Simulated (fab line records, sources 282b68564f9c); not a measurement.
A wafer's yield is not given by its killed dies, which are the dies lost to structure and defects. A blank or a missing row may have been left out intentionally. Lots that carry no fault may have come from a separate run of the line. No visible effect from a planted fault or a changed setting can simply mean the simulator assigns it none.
Comparing a struck lot with a sound one	flow ritCmos	44 steps out of a route of 202
Sound: wafers L391.1, L391.3, L391.4. Wafers L403.2, L403.3, L403.6 were the ones struck. The cause comes at the end.
Per side, at each step with rows, come the tool, then ch with its chambers, and then its first start. Under that, the readings that differ: sound wafers	struck wafers	difference of the means	sigmas: that difference in standard deviations of wafers without a fault.
alike: same words and numbers on both sides, and readings whose means sit less than 2 such deviations apart. not compared: any withheld reading, any reading some wafer has no value for, any bound like >300 that may hide the same value, and any number with overlapping values for which the record gives no deviation.
The two part at a step that has a row with sigmas, a row that says differs or no value, or rows on one side only. Non-overlapping numbers with no deviation appear without sigmas and do not part them. A reading missing from all wafers of one side parts the sides only when that side holds two or more wafers.

first, 4 steps without rows for these wafers: RIT_PLDD_SOFTBAKE_02 (time 60 s); RIT_PLDD_EXPOSE_03 (exposes mask M8, target cd 40900 nm); RIT_PLDD_PEB_04; RIT_PLDD_DEVELOP_05 (develop time 50 s).
RIT_PLDD_OVL_MEAS_06:
  struck on overlay-01, day 5 15:13; sound on overlay-01, day 3 08:22
reading	sound	struck	difference	sigmas
PLDD_OVL (nm)	-5.2 -4.0 -2.7	0.4 1.7 1.0	+5.0	+3
then, 2 steps without rows for these wafers: RIT_PLDD_HARDBAKE_07 (time 60 s); RIT_PLDD_IMPLANT_08.
RIT_PLDD_STRIP_09: strips in O2, time 180 s.
  sound on plasmaAsher-04 ch 0,1, day 3 08:41; struck on plasmaAsher-04 ch 0,1, day 5 15:33
  alike: drypumpMotorCurrentA
  not compared: rfHoursCounterH
RIT_PLDD_TW_MEAS_10:
  struck on filmMetro-02, day 5 15:44; sound on filmMetro-03, day 3 08:52
  alike: PLDD_TW
then, 3 steps without rows for these wafers: RIT_SPACER_CLEAN_00 (cleans in SC1, time 600 s); RIT_SPACER_CLEAN_01 (cleans in dHF, time 30 s); RIT_SPACER_CLEAN_02 (cleans in SC2, time 600 s).
RIT_SPACER_CVD_03: deposits Si3N4 from SiH2Cl2/NH3, target thk 250 nm, time 3300 s.
  sound on lpcvd-01 ch 0, day 3 09:19; struck on lpcvd-02 ch 0, day 5 16:09
reading	sound	struck	difference	sigmas
model.Si3N4_of_SPACER_CVD_03.thkNm (nm)	251.7 252.1 252	166.2 168 168.6	-84.3	
RIT_SPACER_THK_MEAS_04:
  struck on filmMetro-02, day 5 18:05; sound on filmMetro-03, day 3 11:14
reading	sound	struck	difference	sigmas
SPACER_NITRIDE_THK (nm)	251.8 252.1 252.2	166.2 168.0 168.5	-84.5	-44
RIT_SPACER_ETCHBACK_05: etches Si3N4 in SF6/CHF3, stops on SiO2, target depth 250 nm, time 240 s.
  sound on rieDiel-03 ch 1,2,3, day 3 11:17; struck on rieDiel-03 ch 1,2, day 5 18:08
reading	sound	struck	difference	sigmas
oesProductAu (a.u.)	0.851 0.861 0.860	0.646 0.647 0.657	-0.207	-19
model.etch.depthNm (nm)	251.7 252.1 252	166.2 168 168.6	-84.3	
  alike: drypumpMotorCurrentA, throttleValvePct
  not compared: rfHoursCounterH
then, 6 steps without rows for these wafers: RIT_NSD_HMDS_00 (prime time 60 s); RIT_NSD_COAT_01 (resist thk 1000 nm); RIT_NSD_SOFTBAKE_02 (time 60 s); RIT_NSD_EXPOSE_03 (exposes mask M9, target cd 40700 nm); RIT_NSD_PEB_04; RIT_NSD_DEVELOP_05 (develop time 50 s).
RIT_NSD_OVL_MEAS_06:
  struck on overlay-02, day 5 19:16; sound on overlay-02, day 3 12:25
  alike: NSD_OVL
then, 2 steps without rows for these wafers: RIT_NSD_HARDBAKE_07 (time 60 s); RIT_NSD_IMPLANT_08.
RIT_NSD_STRIP_09: strips in O2, time 180 s.
  sound on plasmaAsher-04 ch 0,1, day 3 12:45; struck on plasmaAsher-03 ch 0,1, day 5 19:35
  alike: drypumpMotorCurrentA
  not compared: rfHoursCounterH
RIT_NSD_TW_MEAS_10:
  struck on filmMetro-04, day 5 19:46; sound on filmMetro-03, day 3 12:56
reading	sound	struck	difference	sigmas
NSD_TW	3151 3148 3151	3101 3127 3129	-31	-2
then, 6 steps without rows for these wafers: RIT_PSD_HMDS_00 (prime time 60 s); RIT_PSD_COAT_01 (resist thk 1000 nm); RIT_PSD_SOFTBAKE_02 (time 60 s); RIT_PSD_EXPOSE_03 (exposes mask M10, target cd 40900 nm); RIT_PSD_PEB_04; RIT_PSD_DEVELOP_05 (develop time 50 s).
RIT_PSD_OVL_MEAS_06:
  struck on overlay-02, day 5 20:41; sound on overlay-01, day 3 13:58
  alike: PSD_OVL
then, 2 steps without rows for these wafers: RIT_PSD_HARDBAKE_07 (time 60 s); RIT_PSD_IMPLANT_08.
RIT_PSD_STRIP_09: strips in O2, time 180 s.
  sound on plasmaAsher-02 ch 0,1, day 3 14:18; struck on plasmaAsher-03 ch 0,1, day 5 21:11
  alike: drypumpMotorCurrentA
  not compared: rfHoursCounterH
RIT_PSD_TW_MEAS_10:
  struck on filmMetro-04, day 5 21:22; sound on filmMetro-02, day 3 14:28
  alike: PSD_TW
then, 3 steps without rows for these wafers: RIT_SDANNEAL_CLEAN_00 (cleans in SC1, time 600 s); RIT_SDANNEAL_CLEAN_01 (cleans in dHF, time 30 s); RIT_SDANNEAL_CLEAN_02 (cleans in SC2, time 600 s).
RIT_SDANNEAL_RTA_03: time 5 s.
  sound on rtpAnneal-02 ch 0, day 3 14:54; struck on rtpAnneal-02 ch 0, day 5 21:49
  alike: wafer_temp_C_max
RIT_SDANNEAL_RS_MEAS_04: the measuring method here is four-point-probe.
  struck on filmMetro-03, day 5 21:53; sound on filmMetro-04, day 3 14:58
reading	sound	struck	difference	sigmas
PSD_RS (ohm/sq)	115.1 115.5 115.2	116.3 116.5 116.4	+1.1	+3
RIT_SILICIDE_WET_ETCH_00: etches SiO2 in BOE, target depth 14 nm, time 15 s.
  sound on wetBench-02 ch 2, day 3 15:26; struck on wetBench-04 ch 0, day 5 22:20
reading	sound	struck	difference	sigmas
model.Si3N4_of_SPACER_CVD_03.thkNm (nm)	195.7 197.2 195.8	129.3 130.2 131.4	-65.9	
then, 1 step without rows for these wafers: RIT_M1_PROBE_99.

## WHERE THEY PART
Earliest at RIT_PLDD_OVL_MEAS_06; latest, in this record, at RIT_SDANNEAL_RS_MEAS_04.

WHY: what the simulator had put in
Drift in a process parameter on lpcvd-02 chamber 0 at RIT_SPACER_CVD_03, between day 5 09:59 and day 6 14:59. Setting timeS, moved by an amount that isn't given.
